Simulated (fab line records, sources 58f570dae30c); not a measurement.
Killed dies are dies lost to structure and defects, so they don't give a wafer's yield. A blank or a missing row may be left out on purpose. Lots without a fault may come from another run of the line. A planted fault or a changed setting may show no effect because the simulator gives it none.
Which tool did it? | flow berkeley_cmos170 | 15 lots, 45 wafers sampled, at 5 steps of a route of 331

WHAT THE GAUGES READ, wafer by wafer
UCB170_ACTIVE_OVL_MEAS_14.
lot  | measured    | on         | ACTIVE_OVL (nm)
L994 | day 4 07:53 | overlay-02 | -4 3 -2
L993 | day 4 08:01 | overlay-01 | -6 -6 5
L995 | day 4 15:32 | overlay-02 | 4 1 5
L996 | day 4 23:49 | overlay-01 | 8 9 7
L997 | day 5 00:11 | overlay-01 | 5 4 8
L998 | day 5 08:02 | overlay-01 | -10 -3 -6
L100 | day 5 19:34 | overlay-01 | -4 1 0
L101 | day 6 02:41 | overlay-01 | 2 14 6
L102 | day 6 05:28 | overlay-01 | -4 0 -3
L104 | day 6 18:13 | overlay-01 | -9 -9 -7
L103 | day 6 18:28 | overlay-02 | -3 4 -2
L106 | day 7 08:34 | overlay-01 | -9 -6 -9
L107 | day 7 08:51 | overlay-02 | 2 5 3
L105 | day 7 09:28 | overlay-01 | 1 5 12
L108 | day 7 20:59 | overlay-01 | -5 -3 -2

UCB170_SCREENOX_THK_MEAS_02.
lot  | measured    | on            | SCREENOX_OXIDE_THK (nm)
L994 | day 5 11:35 | film_metro-01 | 13.96 14.10 14.04
L993 | day 5 11:35 | film_metro-03 | 14.04 14.03 13.83
L995 | day 5 19:31 | film_metro-01 | 14.77 14.40 14.73
L996 | day 6 02:42 | film_metro-02 | 14.68 14.62 14.61
L997 | day 6 02:42 | film_metro-03 | 14.69 14.40 14.51
L998 | day 6 11:18 | film_metro-01 | 14.19 13.94 14.12
L100 | day 6 22:09 | film_metro-02 | 14.32 14.40 14.62
L101 | day 7 02:08 | film_metro-03 | 13.86 13.96 13.87
L102 | day 7 02:07 | film_metro-02 | 13.83 14.28 14.35
L104 | day 7 18:47 | film_metro-03 | 14.56 14.54 14.39
L103 | day 7 18:47 | film_metro-02 | 14.34 14.47 14.08
L106 | day 8 04:38 | film_metro-01 | 6.09 6.11 6.00
L107 | day 8 04:36 | film_metro-01 | 5.85 5.89 5.60
L105 | day 8 04:36 | film_metro-03 | 5.90 5.94 5.79
L108 | day 8 18:12 | film_metro-01 | 14.83 14.67 14.84

UCB170_GATE_OVL_MEAS_13.
lot  | measured    | on         | GATE_OVL (nm)
L994 | day 6 11:00 | overlay-02 | -8 -3 3
L993 | day 6 11:16 | overlay-02 | -6 0 -6
L995 | day 6 20:32 | overlay-01 | -10 -4 -3
L996 | day 6 22:14 | overlay-01 | -8 -1 -9
L997 | day 6 22:22 | overlay-01 | -6 -1 -11
L998 | day 7 11:01 | overlay-01 | -1 -5 -3
L100 | day 7 14:14 | overlay-01 | -6 -5 -5
L101 | day 7 18:20 | overlay-01 | -12 -4 -9
L102 | day 7 18:34 | overlay-02 | -3 -4 -3
L104 | day 8 09:50 | overlay-02 | -10 -3 -5
L103 | day 8 09:46 | overlay-01 | -2 6 0
L106 | day 8 23:41 | overlay-02 | 0 4 -1
L107 | day 8 23:49 | overlay-01 | 4 4 -10
L105 | day 8 23:25 | overlay-01 | -14 -10 -17
L108 | day 9 13:37 | overlay-02 | 6 3 -1

UCB170_PSD_OVL_MEAS_07.
lot  | measured     | on         | PSD_OVL (nm)
L994 | day 6 22:31  | overlay-01 | 5 5 11
L993 | day 6 22:19  | overlay-02 | -3 6 -3
L995 | day 7 06:20  | overlay-01 | 6 3 5
L996 | day 7 06:29  | overlay-02 | 8 4 6
L997 | day 7 06:12  | overlay-02 | 9 12 10
L998 | day 7 20:20  | overlay-02 | 0 3 4
L100 | day 8 00:50  | overlay-02 | 7 5 3
L101 | day 8 02:04  | overlay-01 | 2 5 4
L102 | day 8 01:49  | overlay-02 | -2 -2 -9
L104 | day 8 20:02  | overlay-01 | 12 8 6
L103 | day 8 19:52  | overlay-01 | 14 11 6
L106 | day 9 10:47  | overlay-01 | 1 4 2
L107 | day 9 10:34  | overlay-01 | 3 4 11
L105 | day 9 10:28  | overlay-02 | 5 8 1
L108 | day 10 01:01 | overlay-02 | 1 -3 1

WHICH TOOL RAN EACH LOT (tool, then ch and the chambers of the sampled wafers, then the start)
lot  | UCB170_SCREENOX_OXIDATION_01
L994 | furnace-02 ch 0, day 5 09:55
L993 | furnace-02 ch 0, day 5 09:55
L995 | furnace-01 ch 0, day 5 17:50
L996 | furnace-01 ch 0, day 6 01:02
L997 | furnace-01 ch 0, day 6 01:02
L998 | furnace-03 ch 0, day 6 09:38
L100 | furnace-03 ch 0, day 6 20:29
L101 | furnace-02 ch 0, day 7 00:26
L102 | furnace-02 ch 0, day 7 00:26
L104 | furnace-03 ch 0, day 7 17:07
L103 | furnace-03 ch 0, day 7 17:07
L106 | furnace-02 ch 0, day 8 02:55
L107 | furnace-02 ch 0, day 8 02:55
L105 | furnace-02 ch 0, day 8 02:55
L108 | furnace-03 ch 0, day 8 16:31
- UCB170_SCREENOX_OXIDATION_01: target thk 14.4 nm, ox time 2400 s.

WHAT THE TOOLS THEMSELVES READ (means of the sampled wafers that have a number; where no wafer has one, the mark that the record gives instead)
UCB170_SCREENOX_OXIDATION_01.
lot  | tool       | zone_power_source_pct (%)
L994 | furnace-02 | 27.1
L993 | furnace-02 | 27.1
L995 | furnace-01 | 25.8
L996 | furnace-01 | 25.7
L997 | furnace-01 | 25.7
L998 | furnace-03 | 31.0
L100 | furnace-03 | 30.7
L101 | furnace-02 | 27.2
L102 | furnace-02 | 27.0
L104 | furnace-03 | 31.0
L103 | furnace-03 | 31.1
L106 | furnace-02 | 27.2
L107 | furnace-02 | 27.1
L105 | furnace-02 | 27.4
L108 | furnace-03 | 30.8

THE ANSWER, worked out from the rows above alone
Rule: what is usual is taken from the lots themselves. Put in order of their means at a reading, lots are off if they are a third of the lots or fewer, leave a main group of 4 or more, and stand apart from it by a gap of 3 or more times the standard deviation of the main group's means; of several such gaps the widest counts. A main group whose means are all the same, to the digits that the tables above print for the reading, isn't used. A lot without any number at a reading at which 4 lots or more have one is off too. The other lots that the step has rows for count as sound. The gauges are gone through in route order, then the tools' own readings, and for those a lot's mean is taken as printed above. The first step at which some lot is off is used, and at that step the reading that is off furthest; a lot without a number counts as furthest.
Off: L106, L107, L105, at UCB170_SCREENOX_THK_MEAS_02 (SCREENOX_OXIDE_THK). The main group: mean 14.33 nm, standard deviation 0.28.
A tool fits if, at a process step before that reading, it ran every lot that is off, and no sound lot after the first of them. The gauges at UCB170_SCREENOX_THK_MEAS_02 are tried like those tools. One fits: furnace-02 at UCB170_SCREENOX_OXIDATION_01. Its last sound lot is L101 (day 7 00:26), its first lot that is off L105 (day 8 02:55): a fault that began between those two fits.

WHAT THE SIMULATOR HAD PUT IN
Process parameter drift: furnace-02, from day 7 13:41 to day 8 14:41, at UCB170_SCREENOX_OXIDATION_01. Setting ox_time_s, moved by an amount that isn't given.
Lots struck among those shown: L106, L107, L105. The rule above found the same.
